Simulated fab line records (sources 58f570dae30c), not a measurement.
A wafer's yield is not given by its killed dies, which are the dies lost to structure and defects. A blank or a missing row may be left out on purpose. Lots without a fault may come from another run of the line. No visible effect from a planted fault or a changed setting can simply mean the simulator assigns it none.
Which tool was responsible? / flow berkeley-cmos170 / 18 wafers from 6 lots sampled at 2 of the route's 331 steps

WHAT EACH GAUGE READ, for each wafer
UCB170_NLDD_CD_MEAS_06 targets a cd of 1200 nm.
lot=L937; measured=day 7 19:25; on=cd-sem-01; cd-nm (nm)=1198.8 1199.1 1199.3
lot=L939; measured=day 8 15:20; on=cd-sem-02; cd-nm (nm)=1200.0 1197.9 1199.4
lot=L943; measured=day 9 01:59; on=cd-sem-02; cd-nm (nm)=- - -
lot=L949; measured=day 10 15:57; on=cd-sem-01; cd-nm (nm)=1201.2 1201.1 1200.9
lot=L953; measured=day 11 19:07; on=cd-sem-02; cd-nm (nm)=1200.5 1201.3 1202.5
lot=L955; measured=day 12 07:08; on=cd-sem-02; cd-nm (nm)=1197.6 1198.5 1199.5

WHICH TOOL RAN EACH LOT (tool, then ch and the chambers of the sampled wafers, then the start)
lot=L937; UCB170_NLDD_EXPOSE_03=krf-scanner-01 ch 0, day 7 19:02
lot=L939; UCB170_NLDD_EXPOSE_03=krf-scanner-01 ch 0, day 8 14:56
lot=L943; UCB170_NLDD_EXPOSE_03=krf-scanner-01 ch 0, day 9 01:13
lot=L949; UCB170_NLDD_EXPOSE_03=krf-scanner-01 ch 0, day 10 15:32
lot=L953; UCB170_NLDD_EXPOSE_03=krf-scanner-01 ch 0, day 11 18:43
lot=L955; UCB170_NLDD_EXPOSE_03=krf-scanner-01 ch 0, day 12 06:33
- UCB170_NLDD_EXPOSE_03: exposes mask NSELECT, target cd 1200 nm.

THE ANSWER, worked out from the rows above alone
Rule: the usual values come from the lots themselves. Put in order of their means at a reading, lots are off if they are a third of the lots or fewer, leave a main group of 4 or more, and stand apart from it by a gap of 3 or more times the standard deviation of the main group's means; of several such gaps the widest counts. A main group is skipped when, at the precision printed for the reading in the tables above, its means are all equal. Also off: a lot with no number at a reading for which 4 or more lots have one. Any other lot the step has rows for is counted as sound.
Off: L943, at UCB170_NLDD_CD_MEAS_06 (cd-nm). Without a number there: L943. Main group: mean 1199.8 nm, sd 1.2.
If a tool, at a process step before that reading, ran all the lots that are off and no sound lot after the first of them, it fits. The gauges at UCB170_NLDD_CD_MEAS_06 are tried like those tools. None of those tried fits.

WHAT THE SIMULATOR HAD PUT IN
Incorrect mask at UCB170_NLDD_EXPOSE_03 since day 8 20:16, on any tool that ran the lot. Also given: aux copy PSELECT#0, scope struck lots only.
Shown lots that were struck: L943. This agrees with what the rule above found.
